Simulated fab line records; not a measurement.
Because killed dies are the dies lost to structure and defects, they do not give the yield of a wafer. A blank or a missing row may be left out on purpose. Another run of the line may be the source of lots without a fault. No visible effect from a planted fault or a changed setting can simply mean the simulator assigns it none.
A single fault, viewed from 2 desks | flow berkeley-cmos170 | only its own numbers are on each desk; what lay behind them is given at the end

THE TOOL OWNER'S DESK: implanter-01
The tool's own readings at UCB170_PLDD_IMPLANT_08: means of the sampled wafers that have a number, for each lot that ran on this tool. If a lot's mean is further than 4 standard deviations from the usual mean, the lot is out of limits and carries the mark OUT (the distance appears in the brackets).
Columns: A = beam-energy-keV at UCB170_PLDD_IMPLANT_08, usual 10.000; B = beam-on-s at UCB170_PLDD_IMPLANT_08, usual 9.98 s
lot  | first seen here | A                | B
L628 | day 6 20:07     | 9.999            | 10.16
L632 | day 7 06:01     | 10.002           | 10.09
L635 | day 7 18:25     | 9.998            | 10.30
L633 | day 7 19:07     | 10.002           | 9.91
L636 | day 8 09:18     | 10.001           | 9.87
L638 | day 8 18:17     | 10.278 (+93) OUT | 9.89
L645 | day 9 10:37     | 10.277 (+92) OUT | 10.02
This desk finds L638, L645 out of limits, L638 being first, at day 8 18:17 (beam-energy-keV at UCB170_PLDD_IMPLANT_08). Within limits: L628, L632, L635, L633, L636.

METROLOGY DESK
Means of the sampled wafers that have a number, per lot and without regard to the tool the lot ran on: this is what the gauges read. If a lot's mean is further than 4 standard deviations from the usual mean, the lot is out of limits and carries the mark OUT (the distance appears in the brackets).
Columns: A = GATE_POLY_THK at UCB170_GATE_THK_MEAS_05, usual 208.3 nm; B = PLDD_RS at UCB170_SDANNEAL_RS_MEAS_04, usual 1031 ohm/sq; C = cd-nm at UCB170_M3_CD_MEAS_15, usual 699.9 nm
lot  | first seen here | A     | B    | C
L628 | day 6 16:29     | 208.0 | 1033 | 698.6
L631 | day 7 01:20     | 204.7 | 1027 | 701.8
L632 | day 7 01:20     | 208.6 | 1031 | 700.2
L634 | day 7 13:00     | 205.1 | 1030 | 697.5
L633 | day 7 13:01     | 205.9 | 1032 | 701.6
L635 | day 7 13:01     | 211.7 | 1031 | 698.8
L636 | day 8 06:01     | 207.1 | 1033 | 700.8
L637 | day 8 14:32     | 208.7 | 1036 | 700.5
L638 | day 8 14:32     | 210.2 | 1024 | 698.1
L639 | day 8 14:37     | 205.5 | 1028 | 700.4
L645 | day 9 07:35     | 210.2 | 1029 | 703.7
L648 | day 10 00:15    | 211.0 | 1027 | 699.1
L649 | day 10 08:08    | 208.3 | 1030 | 699.4
L650 | day 10 08:08    | 207.3 | 1034 | 700.3
Finding of this desk: none of the 14 lots has anything out of limits.

TAKEN TOGETHER
At day 8 18:17, on L638, L645, the tool owner's desk was in a position to raise an alarm.
Metrology desk: nothing out of limits seen.
The metrology desk holds a record of L638, L645, inside its limits.
All the named lots went through UCB170_PLDD_IMPLANT_08 on implanter-01.

WHAT THE SIMULATOR HAD INSERTED
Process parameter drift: implanter-01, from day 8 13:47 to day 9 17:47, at UCB170_PLDD_IMPLANT_08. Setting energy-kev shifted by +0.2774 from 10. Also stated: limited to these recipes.
Struck lots among those shown: L638, L645.
Hours from the fault's start to each desk's first reading out of limits: the tool owner's desk, 4.
